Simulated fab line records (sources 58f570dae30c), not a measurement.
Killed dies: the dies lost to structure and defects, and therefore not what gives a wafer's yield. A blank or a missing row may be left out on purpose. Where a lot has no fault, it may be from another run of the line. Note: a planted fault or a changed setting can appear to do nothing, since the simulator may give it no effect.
Chamber matching | flow berkeley cmos170 | UCB170_SPACER_ETCHBACK_03 on rie diel-03 has 4 sister chambers
The step etches SiO2 in CHF3/CF4/Ar, stops on Si, target depth 376 nm, time 100 s. 4 wafers are shown with their chamber, then 7 later ones without.

== WAFERS, EACH WITH ITS CHAMBER ==
wafer  | chamber | throttle valve pct (%)
L702.3 | 0       | 6.56
L710.1 | 2       | 6.29
L716.1 | 1       | 6.23
L716.4 | 3       | 6.29

== WAFERS WITH NO CHAMBER GIVEN ==
wafer  | throttle valve pct (%)
L716.6 | 6.29
L718.2 | 6.25
L718.4 | 6.29
L718.6 | 6.27
L721.2 | 6.24
L721.5 | 6.55
L721.6 | 6.29

== THE CHAMBER EACH PASSED THROUGH ==
wafer  | from the rows above          | in truth
L716.6 | can't be placed: 2 or 3      | 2
L718.2 | can't be placed: 1 or 2 or 3 | 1
L718.4 | can't be placed: 2 or 3      | 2
L718.6 | can't be placed: 2 or 3 or 1 | 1
L721.2 | 1                            | 1
L721.5 | 0                            | 0
L721.6 | can't be placed: 2 or 3      | 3
2 of 7 placed correctly. Not placeable from these rows: 5 (in 5, the candidates include the true chamber). Wrongly placed: 0.
How it was worked out, from the rows above alone: a wafer's distance from a chamber is the root of the sum, over the readings, of the square of ((its reading less the chamber's mean) divided by the reading's scatter). The wafer belongs to the nearest chamber; if the next one is less than 2 further off, it can't be placed. The mean given for a chamber averages the wafers shown for that chamber. The scatter: root of mean squared gap, hidden wafer to nearest shown wafer, with one shown wafer a chamber.
